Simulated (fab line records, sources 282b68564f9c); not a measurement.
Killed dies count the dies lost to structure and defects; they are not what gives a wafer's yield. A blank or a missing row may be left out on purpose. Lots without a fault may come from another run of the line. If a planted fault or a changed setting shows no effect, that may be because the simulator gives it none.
fab line records -- flow rit_cmos
record: lots: 14, wafers: 42, last_day: 7
route steps=202 shown CONTACT@173 M1@198
lots that met no fault: from a run of the same line without faults
start_h: hours from the record's opening day to when the first of the lot's shown wafers began -- wait_h: hours since the lot's step before -- " unchanged from the row above -- L1.1+2: a single row standing in for several wafers -- - value missing, or start not given -- * or withheld: withheld -- < > ~ a bound
route shown NAME@n: names a module that has steps shown in the file, with the first one's number in the route -- usual: the fault-free wafers' mean and standard deviation -- same: alike in all rows -- chamber/n: place in a boat -- sites: readings site by site -- _std_site: standard deviation of those values -- _edge_site: mean of outer sites minus mean of inner sites -- radius_mm: how far each site lies from the wafer's centre -- mask NAME#n: copy n -- behind: the last tool/chamber to shape the wafer -- hold: cause of the lot's hold/its duration in hours/its outcome -- device: names the non-switching transistor (n, p or np) -- end of line: tests of these same wafers at the route's end -- a step given without rows: its recipe and nothing more -- killed: not the wafer's yield, but the dies lost to structure and defects at the first sort -- map: a wafer's dies, marking killed ones x, the rest . and places with no die _
set.NAME: the setting as run; set.NAME@STEP: as run at that earlier step -- model.NAME: the simulator's own value behind a step, which no gauge read
one table for each step of the route and one row for each wafer, over a sample of lots
services: when a tool's chamber went out of use (start_h, in hours from the record's first day, below 0 if earlier), for how many hours, and the reason
== steps ==
step: RIT_CONTACT_EXPOSE_05
recipe: mask_id: M11, na: 0.6, source_shape: conventional, sigma_outer: 0.5, target_cd_nm: 1000, dose_mj: 250
lot.wafer,tool,chamber,start_h,wait_h,mask
L632.2+5+6,iline_stepper-01,0,55.35,0.2,M11#0
L633.2+3+5,iline_stepper-01,0,61.06,0.1,M11#0
L634.2+3+6,iline_stepper-02,0,63.90,0.2,M11#0
L635.2+4+5,iline_stepper-02,0,70.68,0.1,M11#0
L636.1+3+6,iline_stepper-01,0,74.79,0.2,M11#0
L637.2+5+6,iline_stepper-02,0,78.54,0.2,M11#0
L638.1+3+5,iline_stepper-02,0,81.55,0.1,M11#0
L639.1+2+6,iline_stepper-02,0,90.26,0.1,M11#0
L640.3+5+6,iline_stepper-02,0,91.98,0.1,M11#0
L646.4+5+6,iline_stepper-01,0,122.07,0.1,M11#0
L648.2+3+6,iline_stepper-01,0,131.86,0.1,M11#0
L651.1+3+5,iline_stepper-02,0,147.73,0.2,M11#0
L653.3+5+6,iline_stepper-02,0,158.42,0.2,M11#0
L655.3+4+6,iline_stepper-02,0,171.35,0.2,M11#0
step: RIT_CONTACT_OVL_MEAS_09
usual: CONTACT_OVL: 0.7/1.5
lot.wafer,tool,chamber,start_h,wait_h,CONTACT_OVL[nm]
L632.2,overlay-02,-,55.97,0.1,1.0
L632.5,overlay-02,-,55.97,0.1,1.0
L632.6,overlay-02,-,55.97,0.1,0.1
L633.2,overlay-02,-,61.71,0.1,-1.4
L633.3,overlay-02,-,61.71,0.1,0.4
L633.5,overlay-02,-,61.71,0.1,-0.8
L634.2,overlay-01,-,64.53,0.1,3.4
L634.3,overlay-01,-,64.53,0.1,2.4
L634.6,overlay-01,-,64.53,0.1,1.5
L635.2,overlay-02,-,71.31,0.1,1.1
L635.4,overlay-02,-,71.31,0.1,-0.9
L635.5,overlay-02,-,71.31,0.1,-0.1
L636.1,overlay-02,-,75.42,0.1,0.3
L636.3,overlay-02,-,75.42,0.1,1.2
L636.6,overlay-02,-,75.42,0.1,0.6
L637.2,overlay-02,-,79.16,0.1,2.4
L637.5,overlay-02,-,79.16,0.1,2.6
L637.6,overlay-02,-,79.16,0.1,0.8
L638.1,overlay-01,-,82.28,0.1,2.9
L638.3,overlay-01,-,82.28,0.1,2.1
L638.5,overlay-01,-,82.28,0.1,2.4
L639.1,overlay-02,-,90.89,0.1,3.7
L639.2,overlay-02,-,90.89,0.1,4.2
L639.6,overlay-02,-,90.89,0.1,2.7
L640.3,overlay-02,-,92.59,0.1,1.4
L640.5,overlay-02,-,92.59,0.1,0.4
L640.6,overlay-02,-,92.59,0.1,0.1
L646.4,overlay-02,-,122.67,0.1,241.9
L646.5,overlay-02,-,122.67,0.1,242.4
L646.6,overlay-02,-,122.67,0.1,241.5
L648.2,overlay-02,-,132.48,0.1,239.4
L648.3,overlay-02,-,132.48,0.1,238.8
L648.6,overlay-02,-,132.48,0.1,239.7
L651.1,overlay-02,-,148.58,0.1,1.7
L651.3,overlay-02,-,148.58,0.1,1.8
L651.5,overlay-02,-,148.58,0.1,1.8
L653.3,overlay-01,-,159.03,0.1,2.3
L653.5,overlay-01,-,159.03,0.1,1.4
L653.6,overlay-01,-,159.03,0.1,2.4
L655.3,overlay-01,-,171.96,0.1,-0.9
L655.4,overlay-01,-,171.96,0.1,0.3
L655.6,overlay-01,-,171.96,0.1,0.6
step: RIT_CONTACT_CD_MEAS_90
recipe: target_cd_nm: 1000
usual: cd_nm: 999.5/2
lot.wafer,tool,chamber,start_h,wait_h,cd_nm
L632.2,cd_sem-02,-,56.54,0.1,998.9
L632.5,cd_sem-02,-,56.54,0.1,1000.7
L632.6,cd_sem-02,-,56.54,0.1,997.8
L633.2,cd_sem-01,-,62.28,0.1,1001.8
L633.3,cd_sem-01,-,62.28,0.1,1001.3
L633.5,cd_sem-01,-,62.28,0.1,1002.2
L634.2,cd_sem-02,-,65.26,0.1,997.1
L634.3,cd_sem-02,-,65.26,0.1,998.8
L634.6,cd_sem-02,-,65.26,0.1,997.1
L635.2,cd_sem-01,-,71.87,0.1,999.7
L635.4,cd_sem-01,-,71.87,0.1,998.8
L635.5,cd_sem-01,-,71.87,0.1,999.2
L636.1,cd_sem-02,-,75.98,0.1,997.5
L636.3,cd_sem-02,-,75.98,0.1,998.5
L636.6,cd_sem-02,-,75.98,0.1,1000.4
L637.2,cd_sem-02,-,79.73,0.1,1003.0
L637.5,cd_sem-02,-,79.73,0.1,999.6
L637.6,cd_sem-02,-,79.73,0.1,1000.7
L638.1,cd_sem-01,-,82.84,0.1,1003.3
L638.3,cd_sem-01,-,82.84,0.1,1000.4
L638.5,cd_sem-01,-,82.84,0.1,1002.4
L639.1,cd_sem-01,-,91.45,0.1,1002.7
L639.2,cd_sem-01,-,91.45,0.1,1000.5
L639.6,cd_sem-01,-,91.45,0.1,1002.9
L640.3,cd_sem-02,-,93.17,0.1,1001.7
L640.5,cd_sem-02,-,93.17,0.1,1000.1
L640.6,cd_sem-02,-,93.17,0.1,999.2
L646.4,cd_sem-01,-,123.26,0.1,999.0
L646.5,cd_sem-01,-,123.26,0.1,997.7
L646.6,cd_sem-01,-,123.26,0.1,998.8
L648.2,cd_sem-01,-,133.05,0.1,998.1
L648.3,cd_sem-01,-,133.05,0.1,997.8
L648.6,cd_sem-01,-,133.05,0.1,999.6
L651.1,cd_sem-02,-,149.14,0.1,999.1
L651.3,cd_sem-02,-,149.14,0.1,999.7
L651.5,cd_sem-02,-,149.14,0.1,1000.8
L653.3,cd_sem-01,-,159.61,0.1,996.3
L653.5,cd_sem-01,-,159.61,0.1,997.0
L653.6,cd_sem-01,-,159.61,0.1,996.2
L655.3,cd_sem-02,-,172.54,0.1,998.8
L655.4,cd_sem-02,-,172.54,0.1,999.8
L655.6,cd_sem-02,-,172.54,0.1,998.7
step: RIT_M1_STRIP_14
recipe: chemistry: O2, time_s: 180, platen_temp_c: withheld, power_w: 500, pressure_mtorr: 4000, o2_flow_sccm: 4000
usual: chamber_pressure_mTorr: 3999/3.9, drypump_motor_current_A: 5.9/0.3
lot.wafer,tool,chamber,start_h,wait_h,chamber_pressure_mTorr,drypump_motor_current_A,rf_hours_counter_h
L632.2,plasma_asher-03,0,59.25,0.0,4003,6.1,41
L632.5,plasma_asher-03,0,59.25,0.0,4003,6.1,-
L632.6,plasma_asher-03,1,59.25,0.0,3997,6.0,-
L633.2,plasma_asher-01,1,65.07,0.0,3998,6.1,41
L633.3,plasma_asher-01,1,65.07,0.0,4002,6.1,-
L633.5,plasma_asher-01,1,65.07,0.0,3993,6.1,-
L634.2,plasma_asher-03,0,67.99,0.0,4001,6.1,42
L634.3,plasma_asher-03,1,67.99,0.0,4004,6.0,-
L634.6,plasma_asher-03,0,67.99,0.0,3997,6.1,-
L635.2,plasma_asher-03,1,74.58,0.0,3996,5.9,43
L635.4,plasma_asher-03,0,74.58,0.0,3998,6.1,-
L635.5,plasma_asher-03,0,74.58,0.0,3999,6.1,-
L636.1,plasma_asher-03,0,78.76,0.0,4003,6.1,44
L636.3,plasma_asher-03,0,78.76,0.0,3997,6.1,-
L636.6,plasma_asher-03,0,78.76,0.0,3996,6.1,-
L637.2,plasma_asher-03,1,82.40,0.0,4005,6.0,44
L637.5,plasma_asher-03,0,82.40,0.0,3982,6.1,-
L637.6,plasma_asher-03,1,82.40,0.0,4002,6.0,-
L638.1,plasma_asher-02,0,85.62,0.0,4001,6.0,29
L638.3,plasma_asher-02,1,85.62,0.0,4000,5.3,-
L638.5,plasma_asher-02,0,85.62,0.0,4000,6.0,-
L639.1,plasma_asher-01,1,94.03,0.0,4001,6.1,42
L639.2,plasma_asher-01,0,94.03,0.0,3999,5.4,42
L639.6,plasma_asher-01,0,94.03,0.0,3996,5.4,-
L640.3,plasma_asher-03,1,95.91,0.1,4000,6.0,-
L640.5,plasma_asher-03,0,95.91,0.1,3998,6.1,-
L640.6,plasma_asher-03,1,95.91,0.1,3997,6.0,-
L646.4,plasma_asher-02,1,125.97,0.1,3996,5.3,-
L646.5,plasma_asher-02,0,125.97,0.1,3999,6.0,-
L646.6,plasma_asher-02,1,125.97,0.1,3994,5.3,-
L648.2,plasma_asher-02,0,135.79,0.0,4003,6.0,34
L648.3,plasma_asher-02,0,135.79,0.0,3997,6.0,-
L648.6,plasma_asher-02,1,135.79,0.0,4002,5.3,-
L651.1,plasma_asher-02,0,151.88,0.0,3999,6.0,36
L651.3,plasma_asher-02,1,151.88,0.0,4001,5.4,-
L651.5,plasma_asher-02,1,151.88,0.0,4000,5.3,-
L653.3,plasma_asher-02,0,162.33,0.1,4002,6.0,-
L653.5,plasma_asher-02,1,162.33,0.1,4004,5.4,-
L653.6,plasma_asher-02,0,162.33,0.1,4002,6.0,-
L655.3,plasma_asher-02,0,175.13,0.1,4001,6.0,-
L655.4,plasma_asher-02,1,175.13,0.1,4001,5.3,-
L655.6,plasma_asher-02,0,175.13,0.1,3994,6.1,-
step: RIT_M1_BOW_MEAS_16
recipe: mode: bow
usual: M1_BOW: 18/6.2
lot.wafer,tool,chamber,start_h,wait_h,M1_BOW[um]
L632.2,film_metro-03,-,61.07,0.0,26
L632.5,film_metro-03,-,61.07,0.0,9
L632.6,film_metro-03,-,61.07,0.0,22
L633.2,film_metro-03,-,68.57,0.0,28
L633.3,film_metro-03,-,68.57,0.0,22
L633.5,film_metro-03,-,68.57,0.0,15
L634.2,film_metro-02,-,72.75,0.0,10
L634.3,film_metro-02,-,72.75,0.0,23
L634.6,film_metro-02,-,72.75,0.0,11
L635.2,film_metro-02,-,76.39,0.0,21
L635.4,film_metro-02,-,76.39,0.0,21
L635.5,film_metro-02,-,76.39,0.0,19
L636.1,film_metro-01,-,80.91,0.0,25
L636.3,film_metro-01,-,80.91,0.0,10
L636.6,film_metro-01,-,80.91,0.0,19
L637.2,film_metro-01,-,84.48,0.0,29
L637.5,film_metro-01,-,84.48,0.0,28
L637.6,film_metro-01,-,84.48,0.0,27
L638.1,film_metro-02,-,87.41,0.0,12
L638.3,film_metro-02,-,87.41,0.0,21
L638.5,film_metro-02,-,87.41,0.0,15
L639.1,film_metro-02,-,96.81,0.0,11
L639.2,film_metro-02,-,96.81,0.0,14
L639.6,film_metro-02,-,96.81,0.0,4
L640.3,film_metro-03,-,98.35,0.0,20
L640.5,film_metro-03,-,98.35,0.0,22
L640.6,film_metro-03,-,98.35,0.0,16
L646.4,film_metro-02,-,128.38,0.1,8
L646.5,film_metro-02,-,128.38,0.1,20
L646.6,film_metro-02,-,128.38,0.1,20
L648.2,film_metro-01,-,140.10,0.0,20
L648.3,film_metro-01,-,140.10,0.0,15
L648.6,film_metro-01,-,140.10,0.0,15
L651.1,film_metro-03,-,154.22,0.0,15
L651.3,film_metro-03,-,154.22,0.0,18
L651.5,film_metro-03,-,154.22,0.0,20
L653.3,film_metro-03,-,164.99,0.0,14
L653.5,film_metro-03,-,164.99,0.0,20
L653.6,film_metro-03,-,164.99,0.0,10
L655.3,film_metro-02,-,177.06,0.0,23
L655.4,film_metro-02,-,177.06,0.0,11
L655.6,film_metro-02,-,177.06,0.0,22
step: RIT_M1_PROBE_99
usual: killed_at_M0_to_M3: 0.0/0.2, killed_at_contacts: 0.1/0.32, killed_at_front_end: 6.7/2.9, killed_dies: 6.8/2.9, killed_on_rim: 1.8/1.4, killed_open: 3.3/1.7, killed_short: 3.4/2.1
same: gross_dies: 264, killed_at_M4_up: 0, killed_at_back_side: 0, killed_at_other: 0
lot.wafer,tool,chamber,start_h,wait_h,killed_at_M0_to_M3,killed_at_contacts,killed_at_front_end,killed_dies,killed_on_rim,killed_open,killed_short
L632.2,prober-02,-,61.22,0.1,0,0,1,1,0,0,1
L632.5,prober-02,-,61.37,0.2,0,0,4,4,0,2,2
L632.6,prober-02,-,61.42,0.2,0,0,6,6,2,3,3
L633.2,prober-01,-,68.72,0.1,0,0,5,5,2,3,2
L633.3,prober-01,-,68.77,0.2,0,0,10,10,1,6,4
L633.5,prober-01,-,68.87,0.2,0,0,7,7,3,1,6
L634.2,prober-02,-,72.90,0.1,0,1,7,8,2,2,6
L634.3,prober-02,-,72.95,0.2,0,0,6,6,1,3,3
L634.6,prober-02,-,73.10,0.2,0,1,7,8,2,5,3
L635.2,prober-01,-,76.54,0.1,0,0,11,11,1,4,7
L635.4,prober-01,-,76.64,0.2,0,0,8,8,4,4,4
L635.5,prober-01,-,76.69,0.2,0,0,5,5,0,2,3
L636.1,prober-02,-,81.03,0.1,0,0,7,7,0,3,4
L636.3,prober-02,-,81.13,0.2,0,0,7,7,3,4,3
L636.6,prober-02,-,81.28,0.2,0,0,6,6,2,4,2
L637.2,prober-01,-,84.63,0.1,0,0,8,8,2,4,4
L637.5,prober-01,-,84.78,0.2,0,0,8,8,2,5,3
L637.6,prober-01,-,84.83,0.2,0,0,11,11,6,6,5
L638.1,prober-02,-,87.53,0.1,0,1,3,4,2,3,1
L638.3,prober-02,-,87.63,0.2,0,0,10,10,3,7,3
L638.5,prober-02,-,87.73,0.2,0,0,4,4,0,2,2
L639.1,prober-01,-,96.93,0.1,0,0,4,4,1,3,1
L639.2,prober-01,-,96.98,0.1,0,0,6,6,2,4,2
L639.6,prober-01,-,97.18,0.2,0,0,6,6,2,3,3
L640.3,prober-02,-,98.53,0.2,0,0,6,6,3,4,2
L640.5,prober-02,-,98.63,0.2,0,0,10,10,4,4,6
L640.6,prober-02,-,98.68,0.2,0,2,10,12,3,2,10
L646.4,prober-02,-,128.59,0.2,0,0,5,5,3,3,2
L646.5,prober-02,-,128.64,0.2,0,0,3,3,1,1,2
L646.6,prober-02,-,128.69,0.2,0,0,10,10,3,5,5
L648.2,prober-02,-,140.25,0.1,0,0,9,9,5,6,2
L648.3,prober-02,-,140.30,0.2,0,0,5,5,0,3,2
L648.6,prober-02,-,140.45,0.2,0,0,10,10,3,4,6
L651.1,prober-01,-,154.34,0.1,1,0,6,7,1,2,4
L651.3,prober-01,-,154.44,0.2,0,0,9,9,5,3,6
L651.5,prober-01,-,154.54,0.2,1,0,8,9,3,5,4
L653.3,prober-01,-,165.17,0.2,0,1,7,8,3,2,6
L653.5,prober-01,-,165.27,0.2,0,0,7,7,2,2,5
L653.6,prober-01,-,165.32,0.2,0,0,4,4,0,2,2
L655.3,prober-01,-,177.24,0.2,0,0,6,6,1,4,2
L655.4,prober-01,-,177.29,0.2,0,0,3,3,2,2,1
L655.6,prober-01,-,177.39,0.2,0,0,7,7,2,2,5
killed by level:class
L632.2 GATE:geometric_particle:short=1
L632.5 FOX2:geometric_particle:short=2 FOX2:geometric_particle:open=1 SPACER:geometric_particle:open=1
L632.6 GATE:geometric_particle:open=2 GATE:geometric_particle:short=2 FOX2:geometric_particle:short=1 REOX:geometric_particle:open=1
L633.2 SPACER:geometric_particle:open=2 GATE:geometric_particle:open=1 GATE:geometric_particle:short=1 SPACER:geometric_particle:short=1
L633.3 SPACER:geometric_particle:open=3 ACTIVE:geometric_particle:open=1 FOX1:geometric_particle:short=1 FOX1:geometric_particle:open=1 GATE:geometric_particle:open=1 GATE:geometric_particle:short=1 REOX:geometric_particle:short=1 SILICIDE:geometric_particle:short=1
L633.5 GATE:geometric_particle:short=3 FOX1:geometric_particle:short=2 SPACER:geometric_particle:open=1 SILICIDE:geometric_particle:short=1
L634.2 SILICIDE:geometric_particle:short=3 FOX1:geometric_particle:short=2 GATE:geometric_particle:short=1 REOX:geometric_particle:open=1 CONTACT:geometric_particle:open=1
L634.3 GATE:geometric_particle:short=2 FOX2:geometric_particle:short=1 GATE:geometric_particle:open=1 REOX:geometric_particle:open=1 SILICIDE:geometric_particle:open=1
L634.6 REOX:geometric_particle:open=3 FOX1:geometric_particle:short=1 GATE:geometric_particle:short=1 REOX:geometric_particle:short=1 SILICIDE:geometric_particle:open=1 CONTACT:geometric_particle:open=1
L635.2 GATE:geometric_particle:short=5 GATE:geometric_particle:open=4 FOX1:geometric_particle:short=1 SPACER:geometric_particle:short=1
L635.4 GATE:geometric_particle:open=3 GATE:geometric_particle:short=2 SPACER:geometric_particle:short=2 SILICIDE:geometric_particle:open=1
L635.5 GATE:geometric_particle:open=2 GATE:geometric_particle:short=2 REOX:geometric_particle:short=1
L636.1 FOX1:geometric_particle:short=2 FOX2:geometric_particle:short=1 FOX1:geometric_particle:open=1 FOX2:geometric_particle:open=1 SPACER:geometric_particle:open=1 SILICIDE:geometric_particle:short=1
L636.3 REOX:geometric_particle:open=2 FOX1:geometric_particle:short=1 FOX1:geometric_particle:open=1 GATE:geometric_particle:open=1 GATE:geometric_particle:short=1 REOX:geometric_particle:short=1
L636.6 SILICIDE:geometric_particle:short=2 SILICIDE:geometric_particle:open=2 FOX1:geometric_particle:open=1 REOX:geometric_particle:open=1
L637.2 FOX1:geometric_particle:open=2 FOX1:geometric_particle:short=2 GATE:geometric_particle:short=2 SILICIDE:geometric_particle:open=2
L637.5 GATE:geometric_particle:open=3 FOX1:geometric_particle:short=1 FOX1:geometric_particle:open=1 SILICIDE:geometric_particle:open=1 GATE:geometric_particle:short=1 REOX:geometric_particle:short=1
L637.6 GATE:geometric_particle:open=5 GATE:geometric_particle:short=2 SILICIDE:geometric_particle:short=2 FOX1:geometric_particle:open=1 REOX:geometric_particle:short=1
L638.1 GATE:geometric_particle:short=1 GATE:geometric_particle:open=1 SILICIDE:geometric_particle:open=1 CONTACT:geometric_particle:open=1
L638.3 GATE:geometric_particle:open=5 GATE:geometric_particle:short=2 REOX:geometric_particle:open=1 REOX:geometric_particle:short=1 SPACER:geometric_particle:open=1
L638.5 GATE:geometric_particle:short=2 FOX1:geometric_particle:open=1 SPACER:geometric_particle:open=1
L639.1 GATE:geometric_particle:open=3 FOX2:geometric_particle:short=1
L639.2 GATE:geometric_particle:open=2 FOX1:geometric_particle:open=1 FOX1:geometric_particle:short=1 SPACER:geometric_particle:short=1 SPACER:geometric_particle:open=1
L639.6 FOX1:geometric_particle:short=1 REOX:geometric_particle:open=1 SPACER:geometric_particle:open=1 SPACER:geometric_particle:short=1 SILICIDE:geometric_particle:short=1 SILICIDE:geometric_particle:open=1
L640.3 FOX2:geometric_particle:open=1 GATE:geometric_particle:short=1 REOX:geometric_particle:open=1 SPACER:geometric_particle:short=1 SPACER:geometric_particle:open=1 SILICIDE:geometric_particle:open=1
L640.5 SPACER:geometric_particle:short=4 GATE:geometric_particle:short=2 SPACER:geometric_particle:open=2 REOX:geometric_particle:open=1 SILICIDE:geometric_particle:open=1
L640.6 REOX:geometric_particle:short=3 SPACER:geometric_particle:short=3 FOX1:geometric_particle:short=1 GATE:geometric_particle:short=1 REOX:geometric_particle:open=1 SILICIDE:geometric_particle:short=1 CONTACT:geometric_particle:open=1 CONTACT:geometric_particle:short=1
L646.4 GATE:geometric_particle:open=2 REOX:geometric_particle:short=1 SILICIDE:geometric_particle:open=1 SILICIDE:geometric_particle:short=1
L646.5 GATE:geometric_particle:short=1 REOX:geometric_particle:short=1 REOX:geometric_particle:open=1
L646.6 GATE:geometric_particle:open=3 GATE:geometric_particle:short=3 FOX2:geometric_particle:open=2 FOX1:geometric_particle:short=1 SPACER:geometric_particle:short=1
L648.2 GATE:geometric_particle:open=3 FOX1:geometric_particle:open=1 GATE:geometric_particle:short=1 REOX:geometric_particle:short=1 REOX:geometric_particle:open=1 SPACER:geometric_particle:open=1 NLDD:coat_microbubble_printed=1
L648.3 GATE:geometric_particle:open=2 FOX1:geometric_particle:short=1 GATE:geometric_particle:short=1 SILICIDE:geometric_particle:open=1
L648.6 SPACER:geometric_particle:short=3 SILICIDE:geometric_particle:open=2 FOX1:geometric_particle:short=1 GATE:geometric_particle:open=1 REOX:geometric_particle:short=1 SPACER:geometric_particle:open=1 SILICIDE:geometric_particle:short=1
L651.1 FOX2:geometric_particle:short=2 GATE:geometric_particle:short=2 GATE:geometric_particle:open=1 FOX2:geometric_particle:open=1 M1:coat_microbubble_printed=1
L651.3 FOX1:geometric_particle:short=2 GATE:geometric_particle:short=2 FOX1:geometric_particle:open=1 FOX2:geometric_particle:short=1 GATE:geometric_particle:open=1 SPACER:geometric_particle:open=1 SILICIDE:geometric_particle:short=1
L651.5 FOX2:geometric_particle:short=2 SILICIDE:geometric_particle:open=2 FOX2:geometric_particle:open=1 GATE:geometric_particle:open=1 GATE:geometric_particle:short=1 SPACER:geometric_particle:open=1 M1:geometric_particle:short=1
L653.3 GATE:geometric_particle:short=3 FOX1:geometric_particle:short=2 GATE:geometric_particle:open=1 REOX:geometric_particle:open=1 CONTACT:geometric_particle:short=1
L653.5 GATE:geometric_particle:short=2 REOX:geometric_particle:short=2 FOX2:geometric_particle:short=1 GATE:geometric_particle:open=1 SPACER:geometric_particle:open=1
L653.6 GATE:geometric_particle:short=2 FOX2:geometric_particle:open=1 GATE:geometric_particle:open=1
L655.3 SPACER:geometric_particle:open=2 FOX2:geometric_particle:open=1 GATE:geometric_particle:short=1 REOX:geometric_particle:open=1 SPACER:geometric_particle:short=1
L655.4 FOX2:geometric_particle:open=1 REOX:geometric_particle:short=1 SPACER:geometric_particle:open=1
L655.6 FOX1:geometric_particle:short=3 FOX2:geometric_particle:open=1 GATE:geometric_particle:short=1 SPACER:geometric_particle:open=1 SILICIDE:geometric_particle:short=1
== services ==
tool,chamber,start_h,hours,kind
plasma_asher-02,-,33.23,0.7,repair
iline_stepper-01,-,39.23,2.1,pm
iline_stepper-01,-,41.32,-,consumable_replace:lamp
iline_stepper-02,0,49.84,-,calibration
plasma_asher-01,-,74.94,15.6,pm
iline_stepper-01,-,94.29,4.7,repair
iline_stepper-02,-,101.10,-,consumable_replace:lamp
plasma_asher-01,-,106.05,2.8,repair
plasma_asher-02,-,116.39,3.3,repair
iline_stepper-02,-,119.09,6.5,repair
plasma_asher-02,-,165.16,0.5,repair
== key ==
first_sign: step: RIT_CONTACT_OVL_MEAS_09, reading: CONTACT_OVL, direction: up, sigmas: 99+, usual: 0.7, struck: 240.6
effect none on later readings
met_at RIT_CONTACT_EXPOSE_05
struck_lots L646,L648
tester_left_out L646,L648
not_acting_at RIT_CONTACT_CD_MEAS_90,RIT_M1_STRIP_14,RIT_M1_BOW_MEAS_16
onset_between 74.79 122.07
fault: kind: scanner_matching_overlay, tool: iline_stepper-01, chamber: -, onset_h: 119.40, steps: RIT_CONTACT_EXPOSE_05, offset: 240
tester_left_out: of these lots the tester's yield and bins aren't shown, on N5 and GAA mostly nor the transistor test; their killed dies are dies lost to structure and defects alone, not to doping, threshold or leakage, so they don't give the yield
